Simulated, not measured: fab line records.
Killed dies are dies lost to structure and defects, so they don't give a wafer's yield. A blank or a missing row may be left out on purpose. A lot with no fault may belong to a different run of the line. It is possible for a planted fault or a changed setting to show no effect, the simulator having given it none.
Matching of chambers    flow berkeley-cmos170    cmp-02 running UCB170_V2_CMP_02: 4 sister chambers
The step polishes SiO2. 18 wafers are shown with their chamber, then 9 later ones without.

== WAFERS WITH THEIR CHAMBER ==
wafer   chamber  motor-current-A (A)  slurry-filter-dp-kPa (kPa)
L616.1  1        16.8                 13.45
L616.4  0        17.8                 13.54
L616.6  3        16.4                 13.63
L618.2  1        17.4                 13.41
L618.3  3        16.2                 13.48
L618.6  1        17.2                 13.46
L619.1  0        17.6                 13.47
L619.3  1        18.1                 13.50
L619.6  1        17.4                 13.53
L620.2  1        17.6                 13.35
L620.3  3        15.8                 13.47
L620.5  1        16.6                 13.27
L622.1  1        17.2                 13.59
L622.3  2        18.3                 13.68
L622.6  1        17.3                 13.69
L630.1  2        17.9                 13.52
L630.2  3        14.9                 13.70
L630.6  2        18.1                 13.68

SIGNATURES (averages over the wafers above)
reading               chamber 0  chamber 1  chamber 2  chamber 3  scatter within a chamber
motor-current-A       17.700     17.289     18.100     15.825     0.458
slurry-filter-dp-kPa  13.5050    13.4722    13.6267    13.5700    0.115
Rule: distance of a wafer from a chamber = root of the sum over the readings of ((wafer's reading minus chamber's mean) / reading's scatter) squared. If the next closest chamber is less than 2 further off than the closest, the wafer can't be placed; otherwise it belongs to the closest. The scatter is the square root of a quotient: the sum, over the shown wafers, of each reading's squared deviation from its chamber's mean, divided by wafers minus chambers.

== WAFERS WHOSE CHAMBER IS MISSING ==
wafer   motor-current-A (A)  slurry-filter-dp-kPa (kPa)
L632.1  17.5                 13.44
L632.5  17.0                 13.53
L632.6  18.3                 13.43
L636.1  15.0                 13.52
L636.2  16.4                 13.47
L636.5  17.9                 13.46
L638.2  17.4                 13.44
L638.3  15.2                 13.72
L638.4  18.1                 13.38

== THE CHAMBER EACH PASSED THROUGH ==
wafer   from the rows above                in truth
L632.1  can't be placed: 1 or 0 or 2       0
L632.5  can't be placed: 1 or 0 or 2 or 3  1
L632.6  can't be placed: 0 or 2 or 1       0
L636.1  3                                  3
L636.2  can't be placed: 3 or 1 or 0       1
L636.5  can't be placed: 0 or 1 or 2       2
L638.2  can't be placed: 1 or 0 or 2       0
L638.3  3                                  3
L638.4  can't be placed: 0 or 1 or 2       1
Correct placement for 2 of the 9. Can't be placed from these rows: 7 (the true chamber is among the candidates in 7). 0 placed wrongly.
